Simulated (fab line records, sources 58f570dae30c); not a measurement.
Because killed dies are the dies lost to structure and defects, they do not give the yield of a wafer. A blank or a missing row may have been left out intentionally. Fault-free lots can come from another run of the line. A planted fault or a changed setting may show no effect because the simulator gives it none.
2 desks, one fault || flow berkeley cmos170 || each desk has only its own numbers; what lay behind them comes last

== METROLOGY DESK ==
What the gauges read, lot by lot, whatever tool the lot ran on: means of the sampled wafers that have a number. Marked OUT: a lot whose mean sits more than 4 standard deviations from the usual mean, which makes it out of limits; the brackets give that distance.
Columns: A = INCOMING_BOW at UCB170_START_BOW_MEAS_00, usual 1 um; B = NWELL_OXIDE_THK at UCB170_NWELL_THK_MEAS_02, usual 26.3 nm; C = PWELL_NITRIDE_THK at UCB170_PWELL_THK_MEAS_06, usual 220.5 nm; D = M2_OVL at UCB170_M2_OVL_MEAS_16, usual -2 nm
{"lot": "L130", "first seen here": "day 1 10:01", "A": -1, "B": 26.5, "C": 217.2, "D": -1}
{"lot": "L131", "first seen here": "day 1 15:01", "A": -1, "B": 26.8, "C": 223.4, "D": 3}
{"lot": "L133", "first seen here": "day 2 01:00", "A": -4, "B": 27.0, "C": 219.0, "D": -1}
{"lot": "L136", "first seen here": "day 2 16:00", "A": 3, "B": 26.4, "C": 219.7, "D": -2}
{"lot": "L137", "first seen here": "day 2 21:01", "A": 1, "B": 26.4, "C": 221.7, "D": -6}
{"lot": "L139", "first seen here": "day 3 07:00", "A": -4, "B": 26.3, "C": 220.2, "D": -2}
{"lot": "L140", "first seen here": "day 3 12:02", "A": -5, "B": 27.2, "C": 216.8, "D": -5}
{"lot": "L145", "first seen here": "day 4 13:01", "A": -0, "B": 26.0, "C": 221.1, "D": -1}
{"lot": "L146", "first seen here": "day 4 18:01", "A": 7, "B": 26.5, "C": "180.9 (-21) OUT", "D": -1}
{"lot": "L150", "first seen here": "day 5 14:02", "A": 8, "B": 25.9, "C": 218.6, "D": -5}
{"lot": "L151", "first seen here": "day 5 19:00", "A": -1, "B": 26.5, "C": 221.8, "D": -4}
{"lot": "L152", "first seen here": "day 6 00:04", "A": 1, "B": 26.2, "C": 219.9, "D": -6}
{"lot": "L153", "first seen here": "day 6 05:00", "A": -6, "B": 26.3, "C": 223.0, "D": -5}
This desk's result: L146 out of limits, first on L146 (PWELL_NITRIDE_THK at UCB170_PWELL_THK_MEAS_06), day 7 00:27. L130, L131, L133, L136, L137, L139, L140, L145, L150, L151, L152, L153: within limits.

== THE TOOL OWNER'S DESK: lpcvd-02 ==
The tool's own readings at UCB170_PWELL_CVD_05 (deposits Si3N4 from SiH2Cl2/NH3, target thk 220 nm, time 3300 s): means of the sampled wafers that have a number, for each lot that ran on this tool. Marked OUT: a lot whose mean sits more than 4 standard deviations from the usual mean, which makes it out of limits; the brackets give that distance.
Columns: A = nh3 flow sccm at UCB170_PWELL_CVD_05, usual 75.02 sccm; B = pressure mtorr at UCB170_PWELL_CVD_05, usual 200.1 mTorr; C = zone power load pct at UCB170_PWELL_CVD_05, usual 22.0 %; D = zone power source pct at UCB170_PWELL_CVD_05, usual 19.8 %
{"lot": "L133", "first seen here": "day 3 12:21", "A": 74.90, "B": 200.3, "C": 24.1, "D": 18.8}
{"lot": "L139", "first seen here": "day 5 03:38", "A": 75.16, "B": 200.5, "C": 23.7, "D": 18.8}
{"lot": "L140", "first seen here": "day 5 03:38", "A": 75.08, "B": 200.7, "C": 20.3, "D": 21.5}
{"lot": "L145", "first seen here": "day 6 14:59", "A": 74.92, "B": 200.6, "C": 23.7, "D": 18.7}
{"lot": "L146", "first seen here": "day 6 22:31", "A": 74.93, "B": "100.1 (-99 or more) OUT", "C": 20.3, "D": 21.2}
{"lot": "L150", "first seen here": "day 7 19:45", "A": 75.00, "B": 199.8, "C": 23.7, "D": 18.9}
{"lot": "L151", "first seen here": "day 8 01:45", "A": 75.21, "B": 199.6, "C": 23.7, "D": 18.8}
{"lot": "L152", "first seen here": "day 8 01:45", "A": 75.23, "B": 199.5, "C": 23.8, "D": 18.8}
{"lot": "L153", "first seen here": "day 8 01:45", "A": 74.93, "B": 200.1, "C": 23.7, "D": 18.9}
Finding of this desk: L146 out of limits; the first was L146 at day 6 22:31, on pressure mtorr at UCB170_PWELL_CVD_05. L133, L139, L140, L145, L150, L151, L152, L153: within limits.

== ALL TOGETHER ==
At day 6 22:31, on L146, the tool owner's desk was in a position to raise an alarm.
On L146, the metrology desk was in a position to raise an alarm at day 7 00:27.
UCB170_PWELL_CVD_05 was run on lpcvd-02 by each of the lots named.

== WHAT THE SIMULATOR HAD PUT IN ==
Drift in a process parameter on lpcvd-02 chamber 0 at UCB170_PWELL_CVD_05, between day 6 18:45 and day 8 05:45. From 200, the setting pressure mtorr moved by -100. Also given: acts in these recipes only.
Struck lots among those shown: L146.
Fault start to first reading out of limits, in hours, per desk: tool owner, 4; metrology, 6.
